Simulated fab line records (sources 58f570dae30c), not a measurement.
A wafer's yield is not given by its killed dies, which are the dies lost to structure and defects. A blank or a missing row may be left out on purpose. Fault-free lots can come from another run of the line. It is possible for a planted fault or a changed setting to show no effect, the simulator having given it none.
Comparing a struck lot with a sound one ; flow berkeley_cmos170 ; 14 out of 331 route steps
Sound: wafers L144.2, L144.4, L144.5. Wafers struck: L155.1, L155.3, L155.4. At the end, the cause is stated.
Each step with rows lists, per side, the tool, then ch with its chambers, then its first start. Under that, the readings that differ: sound wafers ; struck wafers ; difference of the means ; sigmas: that difference in standard deviations of wafers without a fault.
alike: words and numbers the same on both sides, and readings whose means are apart by under 2 such deviations; not compared: readings that were withheld, readings missing a value for some wafer, numbers with overlapping values and no deviation given by the record, and bounds like >300 which may hide the same value.
Wherever a step has rows on one side only, a row that says differs or no value, or a row with sigmas, the two part there. Numbers that have no deviation but don't overlap get no sigmas and don't part them. A reading that every wafer of one side lacks parts them only if that side has two wafers or more.

first, 2 steps without rows for these wafers: UCB170_CONTACT_CLEAN_00 (cleans in SPM, time 600 s); UCB170_CONTACT_CVD_01 (deposits PSG from SiH4/O2/PH3, target thk 700 nm, time 2820 s).
UCB170_CONTACT_THK_MEAS_02:
  struck on film_metro-02, day 12 15:01; sound on film_metro-04, day 11 00:26
  alike: CONTACT_PSG_THK
then, 3 steps without rows for these wafers: UCB170_CONTACT_HMDS_03 (prime time 60 s); UCB170_CONTACT_COAT_04 (resist thk 900 nm); UCB170_CONTACT_SOFTBAKE_05 (time 60 s).
UCB170_CONTACT_STRIP_06: strips in O2.
  sound on plasma_asher-03 ch 0,1, day 11 01:08; struck on plasma_asher-03 ch 0,1, day 12 15:32
  alike: drypump_motor_current_A, oes_product_au, strip_time_to_endpoint_s
  not compared: rf_hours_counter_h
then, 1 step without rows for these wafers: UCB170_CONTACT_CLEAN_07 (cleans in SPM, time 600 s).
UCB170_CONTACT_RTA_08: time 10 s.
  sound on rtp_anneal-01 ch 0, day 11 01:32; struck on rtp_anneal-02 ch 0, day 12 15:49
  alike: lamp_power_pct, wafer_temp_C_max
then, 3 steps without rows for these wafers: UCB170_CONTACT_COAT_09; UCB170_CONTACT_COAT_10 (resist thk 900 nm); UCB170_CONTACT_SOFTBAKE_11 (time 60 s).
UCB170_CONTACT_EXPOSE_12: exposes mask CONT, target cd 700 nm.
  struck on krf_scanner-02, day 12 16:20; sound on krf_scanner-02 ch 0, day 11 02:46
  no value came back on the struck wafers for exposure_dose_mJ_cm2, focus_offset_nm (nm); on the sound wafers exposure_dose_mJ_cm2 reads 34.66 34.67 34.68
  alike: mask
UCB170_CONTACT_PEB_13:
  sound on litho_track-03 ch 0, day 11 03:40; struck on litho_track-02 ch 0, day 12 16:28
  alike: plate_sensor_t_centre_C, plate_sensor_t_edge_C

== WHERE THEY PART ==
UCB170_CONTACT_EXPOSE_12 only, going by this record. Later steps at which nothing parts them and some readings are alike: UCB170_CONTACT_PEB_13.

WHY: what the simulator had put in
Step skipped in full: krf_scanner-02, at UCB170_CONTACT_EXPOSE_12, from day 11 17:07 onward. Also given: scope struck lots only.
